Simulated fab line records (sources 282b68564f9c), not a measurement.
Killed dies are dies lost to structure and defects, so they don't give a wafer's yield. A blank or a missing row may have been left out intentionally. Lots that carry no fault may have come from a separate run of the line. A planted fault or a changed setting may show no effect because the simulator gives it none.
Code-filled problem report in 8D (eight disciplines) form -- flow rit_cmos -- the parts of the form that need people (team, actions taken, sign-off) are left out

## 1. WHAT WENT WRONG
Wafers free of any fault read 275.5 ohm/sq (standard deviation 0.81) for NWELL_RS at RIT_WELLDRIVE_RS_MEAS_01, against a mean of 346.7 ohm/sq on 9 wafers of 3 lots. Relative to the usual mean, that is a shift of +88 standard deviations.
The step: measures by four-point-probe.
First observed at day 5 17:40: wafer L696.2, on film_metro-01. The record holds 42 wafers of 14 lots with a number at this step. Rule for "out", or "out of limits": more than 4 standard deviations from the usual mean. The other wafers with a number count as sound.

## 2. WHAT IT IS, WHAT IT ISN'T
question,is,is not
which readings at this step,NWELL_RS,-
which lots,"L696, L698, L699","L679, L680, L681, L682, L683, L684, L685, L686, L687, L700, L701"
which wafers of those lots,all that have a number,-
read on which gauges,"film_metro-01, film_metro-02, film_metro-04",-
when,from day 5 17:40,"up to then (27 sound wafers); but 6 sound wafers of L700, L701 came after"

## 3. WHAT RULES OUT EACH SUSPECT
Counting: a tool at a process step up to the reading stays a suspect if it ran every lot that is out and no sound lot after the first of them.
- the gauge at RIT_WELLDRIVE_RS_MEAS_01: ruled out. 3 gauges (film_metro-01, film_metro-02, film_metro-04) read the wafers that are out.
- furnace-04 at RIT_WELLDRIVE_ANNEAL_00 (time 14700 s): kept. It processed each lot that is out, first L696 at day 5 12:34, and no sound lot thereafter; up to then, the last sound lot it processed was L686 at day 3 09:23. On those wafers its own readings are out: spike_tc_centre_C, spike_tc_load_C, spike_tc_source_C, tube_center_temp_C, tube_center_temp_C_max.
The count leaves furnace-04 at RIT_WELLDRIVE_ANNEAL_00.

## 4. THE CAUSE (what the simulator had put in)
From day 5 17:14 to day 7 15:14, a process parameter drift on furnace-04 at RIT_WELLDRIVE_ANNEAL_00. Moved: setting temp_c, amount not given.
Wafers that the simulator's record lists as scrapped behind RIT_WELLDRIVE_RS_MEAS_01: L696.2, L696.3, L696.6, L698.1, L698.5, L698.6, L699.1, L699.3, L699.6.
Only this tool survived the counting.

## 5. THE CHAIN OF EFFECTS, in route order
Each row: a reading where the mean over the struck wafers with a number is more than 3 standard deviations away from the usual. Only readings whose record carries a usual standard deviation are examined. hours: median over the lots of the time between each lot's start at the first step of this table that gives one and its start at this step. sigmas: the change, counted in usual standard deviations.
hours,step,reading,usual,on struck wafers,change,sigmas
0,RIT_WELLDRIVE_ANNEAL_00,spike_tc_centre_C,1102.2 C,1043.1,-59.1,-42
0,RIT_WELLDRIVE_ANNEAL_00,spike_tc_load_C,1129.2 C,1070.7,-58.5,-28
0,RIT_WELLDRIVE_ANNEAL_00,spike_tc_source_C,1125.6 C,1064.1,-61.5,-38
0,RIT_WELLDRIVE_ANNEAL_00,tube_center_temp_C,1100 C,1040,-60,-99 or more
0,RIT_WELLDRIVE_ANNEAL_00,tube_center_temp_C_max,1102.9,1042.8,-60.1,-99 or more
0,RIT_WELLDRIVE_ANNEAL_00,zone_power_centre_pct,48.8 %,45.4,-3.4,-3.5
5,RIT_WELLDRIVE_RS_MEAS_01,NWELL_RS,275.5 ohm/sq,346.7,+71.2,+88
Here are the process steps it includes:
- RIT_WELLDRIVE_ANNEAL_00: time 14700 s.

## 6. WHAT WOULD HAVE CAUGHT IT SOONER
Counted from the fault's start at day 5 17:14, it took 0 hours until the first out-of-limits reading at a measuring or inspecting step in this record, taken at day 5 17:40.
Tool's own readings at RIT_WELLDRIVE_ANNEAL_00, spike_tc_centre_C, spike_tc_load_C, spike_tc_source_C, tube_center_temp_C, tube_center_temp_C_max: out on all struck wafers the step has rows for; an alarm limit on them would have tripped on the first.
Lots out: 3; of these, L698, L699 started RIT_WELLDRIVE_ANNEAL_00 on furnace-04 after day 5 17:40. A hold on the tool at that time would have spared those 2.
